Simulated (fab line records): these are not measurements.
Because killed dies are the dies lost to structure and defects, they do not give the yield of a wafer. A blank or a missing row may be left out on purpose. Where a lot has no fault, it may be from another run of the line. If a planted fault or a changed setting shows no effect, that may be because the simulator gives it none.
The same fault as seen by 2 desks    flow berkeley-cmos170    each desk has only its own numbers; what lay behind them comes last

== THE METROLOGY DESK ==
Means of the sampled wafers that have a number, per lot and without regard to the tool the lot ran on: this is what the gauges read. If a lot's mean is further than 4 standard deviations from the usual mean, the lot is out of limits and carries the mark OUT (the distance appears in the brackets). Readings shown: 7 of its 11, picked as those furthest out on some lot.
Columns: A = M1_OVL at UCB170_M1_OVL_MEAS_10, usual -4 nm; B = cd-nm at UCB170_M1_CD_MEAS_90, usual 700 nm; C = cd-nm at UCB170_V1_CD_MEAS_12, usual 700.1 nm; D = V1_OVL at UCB170_V1_OVL_MEAS_13, usual -3 nm; E = cd-nm at UCB170_V1_CD_MEAS_90, usual 700.1 nm; F = M2_AL_RS at UCB170_M2_RS_MEAS_02, usual 0.0321 ohm/sq; G = M2_AL_THK at UCB170_M2_THK_MEAS_03, usual 905 nm
lot   first seen here  A    B    C      D    E      F       G
L657  day 7 18:56      -4   699  699.4  -11  700.4  0.0316  922
L661  day 9 06:26      -5   701  700.8  5    699.7  0.0321  904
L667  day 10 12:16     -13  697  702.6  -5   703.5  0.0325  894
L664  day 10 13:44     -2   700  702.4  -2   701.9  0.0323  896
L672  day 11 13:56     -5   703  699.1  -4   699.0  0.0329  884
L674  day 12 01:23     -1   695  698.7  -0   697.7  0.0319  903
This desk's verdict: no lot among the 6 shows anything out of limits.

== DESK OF THE TOOL OWNER: pecvd-03 ==
The tool's own readings at UCB170_V1_CVD_00 (deposits SiO2 from TEOS/O2, target thk 2000 nm, time 250 s): means of the sampled wafers that have a number, for each lot that ran on this tool. If a lot's mean is further than 4 standard deviations from the usual mean, the lot is out of limits and carries the mark OUT (the distance appears in the brackets).
Columns: A = heater-power-w at UCB170_V1_CVD_00, usual 246 W
lot   first seen here  A
L661  day 9 11:18      242
L664  day 10 19:25     291
L672  day 11 18:28     245
This desk's verdict: no lot among the 3 shows anything out of limits.

== TAKEN TOGETHER ==
The metrology desk saw nothing out of limits.
The desk of the tool owner found nothing out of limits.

== WHAT WAS PUT IN BY THE SIMULATOR ==
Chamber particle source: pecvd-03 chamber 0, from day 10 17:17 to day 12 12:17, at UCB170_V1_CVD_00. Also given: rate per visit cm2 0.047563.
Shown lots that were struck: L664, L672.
